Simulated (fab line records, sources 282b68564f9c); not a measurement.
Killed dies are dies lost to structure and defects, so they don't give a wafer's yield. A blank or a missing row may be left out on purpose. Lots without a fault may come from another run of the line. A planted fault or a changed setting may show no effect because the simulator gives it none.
Which tool did it? | flow rit_cmos | 7 lots, 21 wafers sampled, at 1 step of a route of 202

WHAT THE GAUGES READ, wafer by wafer
RIT_NLDD_OVL_MEAS_06.
lot  | measured    | on         | NLDD_OVL (nm)
L374 | day 3 06:24 | overlay-01 | -1.0 0.6 1.3
L376 | day 3 15:15 | overlay-01 | -2.4 -2.5 -1.6
L383 | day 5 08:31 | overlay-01 | -1.0 -0.8 -3.4
L386 | day 5 21:58 | overlay-02 | 0.1 -0.7 2.3
L389 | day 6 12:38 | overlay-02 | 0.2 2.9 1.9
L391 | day 6 18:38 | overlay-01 | -0.8 -0.1 0.8
L395 | day 7 15:36 | overlay-01 | 3.2 2.6 3.0

WHICH TOOL RAN EACH LOT (tool, then ch and the chambers of the sampled wafers, then the start)
The record holds no process step before these readings.

THE ANSWER, worked out from the rows above alone
Rule: what is usual is taken from the lots themselves. Put in order of their means at a reading, lots are off if they are a third of the lots or fewer, leave a main group of 4 or more, and stand apart from it by a gap of 3 or more times the standard deviation of the main group's means; of several such gaps the widest counts. A main group whose means are all the same, to the digits that the tables above print for the reading, isn't used. A lot without any number at a reading at which 4 lots or more have one is off too. The other lots that the step has rows for count as sound.
No lot is off at any reading shown: from this, nothing can be told.

WHAT THE SIMULATOR HAD PUT IN
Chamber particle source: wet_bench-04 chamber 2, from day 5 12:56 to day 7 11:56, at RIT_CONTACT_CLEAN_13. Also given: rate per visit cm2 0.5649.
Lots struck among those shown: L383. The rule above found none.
